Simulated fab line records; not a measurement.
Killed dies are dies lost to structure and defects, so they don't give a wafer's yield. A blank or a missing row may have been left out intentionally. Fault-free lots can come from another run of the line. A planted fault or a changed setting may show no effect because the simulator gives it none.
Chamber matching | flow rit_cmos | rie_si-02 running RIT_GATE_ETCH_19: 4 sister chambers
The step etches poly-Si in SF6/CHF3/O2, stops on SiO2, time 165 s, target depth 312.5 nm. 6 wafers are shown with their chamber, then 7 later ones without.

## WAFERS, EACH WITH ITS CHAMBER
wafer  | chamber | throttle_valve_pct (%) | drypump_motor_current_A (A)
L762.4 | 3       | 10.24                  | 5.9
L768.6 | 0       | 10.17                  | 5.8
L770.5 | 1       | 10.39                  | 5.8
L770.6 | 2       | 10.23                  | 6.4
L772.3 | 0       | 10.18                  | 5.9
L772.5 | 2       | 10.22                  | 6.4

## WAFERS WITH NO CHAMBER GIVEN
wafer  | throttle_valve_pct (%) | drypump_motor_current_A (A)
L772.6 | 10.17                  | 5.8
L776.2 | 10.17                  | 5.8
L776.3 | 10.38                  | 5.8
L776.5 | 10.37                  | 5.8
L778.3 | 10.23                  | 6.4
L778.5 | 10.23                  | 5.9
L778.6 | 10.18                  | 5.8

## CHAMBER TAKEN BY EACH
wafer  | from the rows above | in truth
L772.6 | 0                   | 0
L776.2 | 0                   | 0
L776.3 | 1                   | 1
L776.5 | 1                   | 1
L778.3 | 2                   | 2
L778.5 | 3                   | 3
L778.6 | 0                   | 0
7 of 7 placed correctly. From these rows, 0 cannot be placed. Number placed wrongly: 0.
How it was worked out, from the rows above alone: a wafer's distance from a chamber is the root of the sum, over the readings, of the square of ((its reading less the chamber's mean) divided by the reading's scatter). If the next closest chamber is less than 2 further off than the closest, the wafer can't be placed; otherwise it belongs to the closest. For every chamber, the mean is computed from those of its wafers that are shown. The scatter: take each reading less its chamber's mean, square it, sum over the shown wafers, divide by the number of wafers less the number of chambers, and take the root.
